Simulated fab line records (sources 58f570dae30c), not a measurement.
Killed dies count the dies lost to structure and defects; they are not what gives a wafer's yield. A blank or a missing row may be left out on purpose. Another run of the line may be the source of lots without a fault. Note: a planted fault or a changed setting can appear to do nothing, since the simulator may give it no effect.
fab line records    flow berkeley_cmos170
record: lots: 5  wafers: 27
route steps=331 shown M3@327
start_h: the number of hours between the record's first day and the start of the first shown wafer of the lot    wait_h: hours from the lot's prior step to this one    " unchanged from the row above    L1.1+2: a single row standing in for several wafers    - no value, or no start was given    * or withheld: withheld    < > ~ a bound
route shown NAME@n: a module of which the file shows steps, and the number in the route of the first    usual: mean/standard deviation of fault-free wafers    same: alike in all rows    chamber/n: place in a boat    sites: readings site by site    _std_site: the standard deviation of these    _edge_site: the outer-site mean with the inner-site mean subtracted    radius_mm: for every site, how far away it sits from the centre of the wafer    mask NAME#n: copy n    behind: tool/chamber where the wafer was last shaped    hold: reason for holding the lot/hours on hold/outcome of the hold    device: the n, p or np transistor that did not switch    end of line: the route-end tests of the same wafers    a step with no rows: only its recipe    killed: dies lost to structure and defects at the first sort, not the wafer's yield    map: per-die view of a wafer (x killed, . not killed, _ where there is no die)
set.NAME: the run value of the setting; set.NAME@STEP: its run value at that earlier step    model.NAME: the simulator's own value behind a step, which no gauge read
lots with deliberately changed settings; one table per step, one row per wafer
== steps ==
step: UCB170_M3_METAL_ETCH_18
recipe: chemistry: Cl2/BCl3  target: Al  stop_on: SiO2  pressure_mtorr: 12  target_depth_a: 11700  over_etch_frac: 0.3  time_s: 195  icp_w: 600  bias_w: 120  Cl2_flow_sccm: 90  bcl3_flow_sccm: 45
usual: oes_product_au: 0.861/0.018
lot.wafer  tool          chamber  start_h  wait_h  set.time_s  oes_product_au  model.etch.depth_nm  model.M3.feature_depth_nm  model.KrF_of_M3_COAT_10.thk_nm
L075.1     rie_metal-03  1        157.55   -       195         0.838           895.4                949                        240
L075.4     "             1        "        "       195         0.840           907.7                961.8                      233.5
L075.6     "             1        "        "       195         0.837           906.8                960.4                      241.1
L076.1     rie_metal-01  0        177.35   -       81.41       1.042           493.5                493.5                      596.8
L076.2     "             0        "        "       195         0.887           -                    969                        198
L076.3     "             0        "        "       81.41       1.043           494.3                494.3                      596.6
L076.4     "             0        "        "       195         0.894           908.4                965.1                      196.9
L076.5     "             0        "        "       81.41       1.040           -                    495.1                      597.6
L076.6     "             0        "        "       195         0.881           -                    954.6                      191.7
L077.1     rie_metal-03  1        177.63   -       195         0.835           -                    957.4                      224.3
L077.2     "             1        "        "       195         0.842           917.9                972.5                      228.3
L077.3     "             1        "        "       195         0.828           -                    940.8                      232.4
L077.4     "             1        "        "       195         0.837           -                    947.5                      227.7
L077.5     "             1        "        "       195         0.835           -                    946.5                      231.6
L077.6     "             1        "        "       195         0.853           -                    975                        229.7
L078.1     rie_metal-03  1        185.11   -       195         0.855           911.5                965.3                      236.2
L078.2     "             1        "        "       232.7       0.836           -                    978                        112.8
L078.3     "             1        "        "       232.7       0.822           -                    949.2                      113.5
L078.4     "             1        "        "       195         0.842           -                    949.6                      239.1
L078.5     "             1        "        "       195         0.840           -                    961.4                      234.8
L078.6     "             1        "        "       232.7       0.819           -                    971.5                      111.9
L080.1     rie_metal-04  1        205.20   -       78.48       0.995           461.9                461.9                      614.9
L080.2     "             0        "        "       195         0.869           -                    948.8                      215.9
L080.3     "             0        "        "       195         0.873           908.8                963.2                      222.2
L080.4     "             1        "        "       195         0.858           -                    944.7                      221.1
L080.5     "             1        "        "       78.48       0.993           461.3                461.3                      615.5
L080.6     "             0        "        "       78.48       1.006           -                    463.6                      614.8
step: UCB170_M3_STRIP_19
recipe: chemistry: O2  power_w: 400  pressure_mtorr: 3500  platen_temp_c: withheld  o2_flow_sccm: 400  overash_fraction: 0.5
usual: oes_product_au: 0.546/0.017
lot.wafer  tool             chamber  start_h  wait_h  set.time_s@M3_METAL_ETCH_18  oes_product_au
L075.1     plasma_asher-02  0        157.74   0.1     195                          0.575
L075.4     "                1        "        "       195                          0.567
L075.6     "                1        "        "       195                          0.569
L076.1     plasma_asher-03  0        177.73   0.3     81.41                        0.719
L076.2     "                1        "        "       195                          0.520
L076.3     "                1        "        "       81.41                        0.721
L076.4     "                0        "        "       195                          0.529
L076.5     "                1        "        "       81.41                        0.726
L076.6     "                0        "        "       195                          0.526
L077.1     plasma_asher-02  1        178.00   0.3     195                          0.551
L077.2     "                0        "        "       195                          0.567
L077.3     "                1        "        "       195                          0.560
L077.4     "                0        "        "       195                          0.560
L077.5     "                0        "        "       195                          0.565
L077.6     "                1        "        "       195                          0.562
L078.1     plasma_asher-03  1        185.49   0.3     195                          0.562
L078.2     "                0        "        "       232.7                        0.443
L078.3     "                0        "        "       232.7                        0.438
L078.4     "                1        "        "       195                          0.571
L078.5     "                0        "        "       195                          0.567
L078.6     "                1        "        "       232.7                        0.438
L080.1     plasma_asher-03  1        205.39   0.1     78.48                        0.726
L080.2     "                0        "        "       195                          0.544
L080.3     "                1        "        "       195                          0.550
L080.4     "                0        "        "       195                          0.551
L080.5     "                0        "        "       78.48                        0.721
L080.6     "                1        "        "       78.48                        0.729
step: UCB170_M3_CD_MEAS_90
recipe: target_cd_nm: 700
usual: cd_nm: 700.0/3
lot.wafer  tool       chamber  start_h  wait_h  set.time_s@M3_METAL_ETCH_18  cd_nm
L075.1     cd_sem-01  -        158.08   0.3     195                          693.9
L075.4     "          -        "        "       195                          694.1
L075.6     "          -        "        "       195                          694.5
L076.1     cd_sem-02  -        177.83   0.1     81.41                        727.3
L076.2     "          -        "        "       195                          703.1
L076.3     "          -        "        "       81.41                        730.4
L076.4     "          -        "        "       195                          703.4
L076.5     "          -        "        "       81.41                        727.5
L076.6     "          -        "        "       195                          702.8
L077.1     cd_sem-01  -        178.10   0.1     195                          700.5
L077.2     "          -        "        "       195                          698.9
L077.3     "          -        "        "       195                          699.6
L077.4     "          -        "        "       195                          697.2
L077.5     "          -        "        "       195                          698.0
L077.6     "          -        "        "       195                          700.1
L078.1     cd_sem-01  -        185.61   0.1     195                          706.6
L078.2     "          -        "        "       232.7                        693.7
L078.3     "          -        "        "       232.7                        692.6
L078.4     "          -        "        "       195                          708.3
L078.5     "          -        "        "       195                          701.6
L078.6     "          -        "        "       232.7                        698.1
L080.1     cd_sem-01  -        205.49   0.1     78.48                        728.7
L080.2     "          -        "        "       195                          700.7
L080.3     "          -        "        "       195                          698.4
L080.4     "          -        "        "       195                          702.0
L080.5     "          -        "        "       78.48                        726.0
L080.6     "          -        "        "       78.48                        728.3
step: UCB170_M3_PROBE_99
lot.wafer   tool       chamber  start_h  wait_h  set.time_s@SPACER_ETCHBACK_03  model.etest.pldd.rs_ohm_sq
L075.1      prober-01  -        158.32   0.1     100                            1124
L075.4      prober-01  -        158.47   0.2     100                            1130
L075.6      prober-01  -        158.57   0.2     100                            1136
L076.1+4    prober-01  -        178.07   0.1     100                            1138
L076.2      prober-01  -        178.12   0.1     100                            1136
L076.3      prober-01  -        178.17   0.2     100                            1110
L076.5      prober-01  -        178.27   0.2     100                            1137
L076.6      prober-01  -        178.32   0.2     100                            1135
L077.1      prober-01  -        178.37   0.1     68.27                          1097
L077.2      prober-01  -        178.42   0.2     68.27                          1092
L077.3+6    prober-01  -        178.47   0.2     100                            -
L077.4      prober-01  -        178.52   0.2     100                            997.9
L077.5      prober-01  -        178.57   0.2     68.27                          -
L078.1      prober-01  -        185.85   0.1     148.8                          3.619
L078.2      prober-01  -        185.90   0.1     100                            1091
L078.3      prober-01  -        185.95   0.2     100                            -
L078.4+6    prober-01  -        186.00   0.2     148.8                          -
L078.5      prober-01  -        186.05   0.2     100                            1032
L080.1      prober-02  -        205.73   0.1     100                            1103
L080.2      prober-02  -        205.78   0.1     100                            1097
L080.3+5+6  prober-02  -        205.83   0.2     48.98                          -
L080.4      prober-02  -        205.88   0.2     100                            1104
killed by level:class
L075.1 GATE:geometric_particle:open=1 PWELL:area_etch=1
L075.4 SCREENOX:geometric_particle:open=1
L075.6 SCREENOX:geometric_particle:open=1 GATE:geometric_particle:open=1 SPACER:geometric_particle:open=1 V1:geometric_particle:open=1 NWELL:area_etch=1
== key ==
split: step: UCB170_M3_METAL_ETCH_18  setting: time_s  stated: 195  by: wafer
response: step: UCB170_M3_METAL_ETCH_18  reading: oes_product_au  change: -0.00234  per: 1%  r: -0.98
response: step: UCB170_M3_METAL_ETCH_18  reading: model.etch.depth_nm  change: +7.31  per: 1%  r: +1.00
response: step: UCB170_M3_METAL_ETCH_18  reading: model.M3.feature_depth_nm  change: +7.73  per: 1%  r: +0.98
response: step: UCB170_M3_METAL_ETCH_18  reading: model.KrF_of_M3_COAT_10.thk_nm  change: -6.73  per: 1%  r: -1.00
response: step: UCB170_M3_STRIP_19  reading: oes_product_au  change: -0.00334  per: 1%  r: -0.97
response: step: UCB170_M3_CD_MEAS_90  reading: cd_nm  change: -0.451  per: 1%  r: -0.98
split outside_this_file step=UCB170_SPACER_ETCHBACK_03 setting=time_s
split outside_this_file: this setting was split too, and the file shows its column; the key of that split is in another file
